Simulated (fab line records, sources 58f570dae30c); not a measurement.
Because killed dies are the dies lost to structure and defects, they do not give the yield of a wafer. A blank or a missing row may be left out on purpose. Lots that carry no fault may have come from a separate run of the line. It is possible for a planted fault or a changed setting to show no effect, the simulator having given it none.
8D (eight disciplines) problem report, filled in by code | flow berkeleyCmos170 | the parts of the form that need people (team, actions taken, sign-off) are left out

## 1. WHAT IS WRONG
beamEnergyKeV at UCB170_PWELL_IMPLANT_15 reads a mean of 61.575 on 9 wafers of 3 lots; wafers without a fault read 60.000 with a standard deviation of 0.021. That puts it +75 standard deviations away from the usual mean.
First observed at day 6 11:40: wafer L172.4, on implanter-01. The record holds 21 wafers of 7 lots with a number at this step. By rule, "out" or "out of limits" means more than 4 standard deviations away from the usual mean. All remaining wafers that have a number are taken as sound.

## 2. WHAT IT IS, AND WHAT IT ISN'T
question                    | is                     | is not
which readings at this step | beamEnergyKeV          | doseIonsCm2
which lots                  | L172, L173, L176       | L162, L169, L177, L180
which wafers of those lots  | all that have a number | -
read on which tools         | implanter-01           | implanter-03
when                        | from day 6 11:40       | up to then (6 sound wafers); but 6 sound wafers of L177, L180 came after

## 3. WHAT RULES OUT EACH SUSPECT
Counting: a tool at a process step up to the reading stays a suspect if it ran every lot that is out and no sound lot after the first of them.
- implanter-01 at UCB170_PWELL_IMPLANT_15: kept. Every lot that is out went through it, starting with L172 (day 6 11:40), and after that it ran no sound lot; the last sound lot it ran before then is L169 (day 5 15:02). Out on those wafers are its own readings of beamEnergyKeV.
The count leaves implanter-01 at UCB170_PWELL_IMPLANT_15.

## 4. THE CAUSE (what the simulator had put in)
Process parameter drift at UCB170_PWELL_IMPLANT_15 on implanter-01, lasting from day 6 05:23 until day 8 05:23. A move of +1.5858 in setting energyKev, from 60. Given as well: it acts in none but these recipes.
Only this tool survived the counting.

## 5. SEQUENCE OF EFFECTS, ordered by route
Each row: a reading where the mean over the struck wafers with a number is more than 3 standard deviations away from the usual. Scope: only readings with a usual standard deviation given in the record; hours: median across lots of the time from each lot's start at the first step in this table that gives one to its start at this step; sigmas: change in usual standard deviations.
hours | step                    | reading       | usual  | on struck wafers | change | sigmas
0     | UCB170_PWELL_IMPLANT_15 | beamEnergyKeV | 60.000 | 61.575           | +1.575 | +75
Process steps it contains:
- UCB170_PWELL_IMPLANT_15

## 6. HOW IT WOULD HAVE BEEN CAUGHT EARLIER
First out-of-limits reading in this record: day 6 11:40, which is 6 hours after fault onset at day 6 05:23.
